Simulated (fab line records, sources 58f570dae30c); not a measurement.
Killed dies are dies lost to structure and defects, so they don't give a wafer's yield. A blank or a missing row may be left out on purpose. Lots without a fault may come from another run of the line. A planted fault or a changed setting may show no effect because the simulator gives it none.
Which tool did it? | flow berkeley_cmos170 | 15 lots, 45 wafers sampled, at 6 steps of a route of 331

WHAT THE GAUGES READ, wafer by wafer
UCB170_NVT_OVL_MEAS_06.
lot  | measured     | on         | NVT_OVL (nm)
L864 | day 5 16:02  | overlay-02 | 3 2 -2
L866 | day 5 16:17  | overlay-01 | -1 0 2
L865 | day 5 16:51  | overlay-01 | -3 -11 -6
L867 | day 6 04:23  | overlay-02 | -2 5 -5
L871 | day 7 00:25  | overlay-01 | 3 6 3
L872 | day 7 11:56  | overlay-01 | 8 7 9
L874 | day 8 01:07  | overlay-02 | -1 3 -2
L878 | day 8 22:15  | overlay-02 | 0 -7 -2
L879 | day 8 22:31  | overlay-01 | -3 -4 -11
L881 | day 9 02:14  | overlay-01 | -4 -4 -2
L884 | day 9 14:56  | overlay-02 | -4 -6 -8
L883 | day 9 15:01  | overlay-01 | -12 -6 -11
L885 | day 9 15:40  | overlay-02 | -11 -12 -10
L886 | day 10 00:32 | overlay-01 | 0 -10 -6
L887 | day 10 00:45 | overlay-02 | 3 -6 -1

UCB170_PVT_OVL_MEAS_06.
lot  | measured     | on         | PVT_OVL (nm)
L864 | day 5 20:25  | overlay-02 | 1 5 -3
L866 | day 5 20:47  | overlay-02 | -1 -6 -3
L865 | day 5 21:04  | overlay-02 | -2 -2 -3
L867 | day 6 06:15  | overlay-01 | 3 -5 -8
L871 | day 7 02:07  | overlay-01 | 8 3 1
L872 | day 7 13:18  | overlay-02 | 1 3 1
L874 | day 8 03:18  | overlay-02 | -9 -6 -5
L878 | day 9 01:09  | overlay-01 | -14 -8 -6
L879 | day 9 01:17  | overlay-02 | 10 7 9
L881 | day 9 03:50  | overlay-02 | 3 0 1
L884 | day 9 17:47  | overlay-02 | -1 3 3
L883 | day 9 18:22  | overlay-02 | -8 -7 -14
L885 | day 9 18:38  | overlay-01 | 1 -4 -7
L886 | day 10 02:25 | overlay-01 | 5 1 -5
L887 | day 10 02:41 | overlay-01 | -1 -10 0

UCB170_NLDD_TW_MEAS_11.
lot  | measured     | on            | NLDD_TW
L864 | day 6 18:50  | film_metro-04 | 2212 2215 2227
L866 | day 6 18:36  | film_metro-04 | 2216 2219 2223
L865 | day 6 18:22  | film_metro-03 | 2228 2221 2226
L867 | day 6 21:11  | film_metro-02 | 2214 2217 2215
L871 | day 7 17:36  | film_metro-02 | 2111 2112 2102
L872 | day 8 07:24  | film_metro-02 | 2096 2079 2080
L874 | day 8 20:47  | film_metro-03 | 2122 2130 2119
L878 | day 9 18:34  | film_metro-04 | 2216 2225 2211
L879 | day 9 18:26  | film_metro-03 | 2228 2238 2229
L881 | day 9 17:44  | film_metro-04 | 2215 2210 2203
L884 | day 10 11:05 | film_metro-03 | 2223 2225 2223
L883 | day 10 11:32 | film_metro-02 | 2203 2201 2201
L885 | day 10 11:39 | film_metro-03 | 2230 2243 2228
L886 | day 10 16:55 | film_metro-02 | 2209 2197 2200
L887 | day 10 16:22 | film_metro-03 | 2219 2222 2221

UCB170_SDANNEAL_RS_MEAS_05: measures by four-point-probe.
lot  | measured     | on            | NLDD_RS (ohm/sq)
L864 | day 7 06:35  | film_metro-03 | 618.3 615.9 615.1
L866 | day 7 08:48  | film_metro-04 | 616.0 614.8 617.3
L865 | day 7 06:02  | film_metro-04 | 617.2 618.5 617.3
L867 | day 7 08:49  | film_metro-02 | 616.2 616.1 615.3
L871 | day 8 05:25  | film_metro-04 | 698.5 698.3 697.7
L872 | day 8 18:11  | film_metro-03 | 696.9 698.5 697.9
L874 | day 9 05:20  | film_metro-03 | 695.4 696.3 696.5
L878 | day 10 02:52 | film_metro-04 | 616.5 616.1 615.0
L879 | day 10 02:27 | film_metro-02 | 615.0 614.9 616.5
L881 | day 10 02:38 | film_metro-03 | 615.8 614.9 616.4
L884 | day 10 22:03 | film_metro-04 | 618.6 618.1 618.8
L883 | day 10 22:32 | film_metro-04 | 615.9 617.7 616.2
L885 | day 10 22:20 | film_metro-03 | 616.2 613.8 615.5
L886 | day 11 02:22 | film_metro-04 | 617.0 616.4 616.3
L887 | day 11 02:03 | film_metro-02 | 615.9 615.9 615.8

WHICH TOOL RAN EACH LOT (tool, then ch and the chambers of the sampled wafers, then the start)
lot  | UCB170_PLDD_STRIP_10                 | UCB170_NLDD_IMPLANT_09
L864 | plasma_asher-03 ch 1, day 6 16:40    | implanter-02 ch 0, day 6 18:35
L866 | plasma_asher-04 ch 0,1, day 6 16:33  | implanter-01 ch 0, day 6 18:21
L865 | plasma_asher-01 ch 0,1, day 6 16:32  | implanter-04 ch 0, day 6 18:07
L867 | plasma_asher-04 ch 0,1, day 6 19:27  | implanter-02 ch 0, day 6 20:57
L871 | plasma_asher-01 ch 0, day 7 15:52    | implanter-02 ch 0, day 7 17:21
L872 | plasma_asher-01 ch 0,1, day 8 05:29  | implanter-02 ch 0, day 8 07:09
L874 | plasma_asher-04 ch 0,1, day 8 18:46  | implanter-02 ch 0, day 8 20:33
L878 | plasma_asher-01 ch 0,1, day 9 15:14  | implanter-04 ch 0, day 9 18:20
L879 | plasma_asher-01 ch 0,1, day 9 15:07  | implanter-01 ch 0, day 9 18:11
L881 | plasma_asher-03 ch 0,1, day 9 14:50  | implanter-04 ch 0, day 9 17:29
L884 | plasma_asher-03 ch 0,1, day 10 08:10 | implanter-01 ch 0, day 10 10:50
L883 | plasma_asher-04 ch 0,1, day 10 08:37 | implanter-04 ch 0, day 10 11:17
L885 | plasma_asher-01 ch 0,1, day 10 08:53 | implanter-01 ch 0, day 10 11:25
L886 | plasma_asher-04 ch 0,1, day 10 14:27 | implanter-04 ch 0, day 10 16:40
L887 | plasma_asher-03 ch 0,1, day 10 14:20 | implanter-04 ch 0, day 10 16:07
- UCB170_PLDD_STRIP_10: strips in O2.
- UCB170_NLDD_IMPLANT_09

WHAT THE TOOLS THEMSELVES READ (means of the sampled wafers that have a number; where no wafer has one, the mark that the record gives instead)
UCB170_PLDD_STRIP_10.
lot  | tool            | drypump_motor_current_A (A) | oes_product_au (a.u.) | strip_time_to_endpoint_s (s)
L864 | plasma_asher-03 | 5.8                         | 0.736                 | 21.63
L866 | plasma_asher-04 | 5.5                         | 0.733                 | 21.59
L865 | plasma_asher-01 | 5.9                         | 0.732                 | 21.56
L867 | plasma_asher-04 | 5.6                         | 0.739                 | 21.73
L871 | plasma_asher-01 | 4.9                         | 0.736                 | 21.63
L872 | plasma_asher-01 | 5.4                         | 0.734                 | 21.68
L874 | plasma_asher-04 | 5.6                         | 0.736                 | 21.60
L878 | plasma_asher-01 | 5.4                         | 0.736                 | 21.65
L879 | plasma_asher-01 | 5.9                         | 0.731                 | 21.52
L881 | plasma_asher-03 | 6.1                         | 0.729                 | 21.66
L884 | plasma_asher-03 | 6.1                         | 0.735                 | 21.50
L883 | plasma_asher-04 | 5.6                         | 0.734                 | 21.53
L885 | plasma_asher-01 | 5.9                         | 0.734                 | 21.58
L886 | plasma_asher-04 | 5.6                         | 0.736                 | 21.71
L887 | plasma_asher-03 | 5.9                         | 0.736                 | 21.54

UCB170_NLDD_IMPLANT_09.
lot  | tool         | beam_energy_keV | end_station_pressure_torr (Torr)
L864 | implanter-02 | 29.993          | 5.09e-06
L866 | implanter-01 | 29.992          | 5.40e-06
L865 | implanter-04 | 29.996          | 5.18e-06
L867 | implanter-02 | 30.009          | 5.03e-06
L871 | implanter-02 | 30.003          | 5.20e-06
L872 | implanter-02 | 29.994          | 5.05e-06
L874 | implanter-02 | 29.997          | 5.22e-06
L878 | implanter-04 | 30.000          | 5.28e-06
L879 | implanter-01 | 29.995          | 5.18e-06
L881 | implanter-04 | 29.997          | 5.08e-06
L884 | implanter-01 | 30.008          | 5.33e-06
L883 | implanter-04 | 30.013          | 5.09e-06
L885 | implanter-01 | 29.993          | 5.02e-06
L886 | implanter-04 | 29.986          | 5.07e-06
L887 | implanter-04 | 29.993          | 5.06e-06

THE ANSWER, worked out from the rows above alone
Rule: what is usual is taken from the lots themselves. Put in order of their means at a reading, lots are off if they are a third of the lots or fewer, leave a main group of 4 or more, and stand apart from it by a gap of 3 or more times the standard deviation of the main group's means; of several such gaps the widest counts. A main group whose means are all the same, to the digits that the tables above print for the reading, isn't used. A lot without any number at a reading at which 4 lots or more have one is off too. The other lots that the step has rows for count as sound. The gauges are gone through in route order, then the tools' own readings, and for those a lot's mean is taken as printed above. The first step at which some lot is off is used, and at that step the reading that is off furthest; a lot without a number counts as furthest.
Off: L871, L872, L874, at UCB170_NLDD_TW_MEAS_11 (NLDD_TW). The main group: mean 2218, standard deviation 9.7.
A tool fits if, at a process step before that reading, it ran every lot that is off, and no sound lot after the first of them. The gauges at UCB170_NLDD_TW_MEAS_11 are tried like those tools. One fits: implanter-02 at UCB170_NLDD_IMPLANT_09. Its last sound lot is L867 (day 6 20:57), its first lot that is off L871 (day 7 17:21): a fault that began between those two fits.

WHAT THE SIMULATOR HAD PUT IN
Process parameter drift: implanter-02, from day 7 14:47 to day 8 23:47, at UCB170_NLDD_IMPLANT_09. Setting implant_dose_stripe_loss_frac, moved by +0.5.
Lots struck among those shown: L871, L872, L874. The rule above found the same.
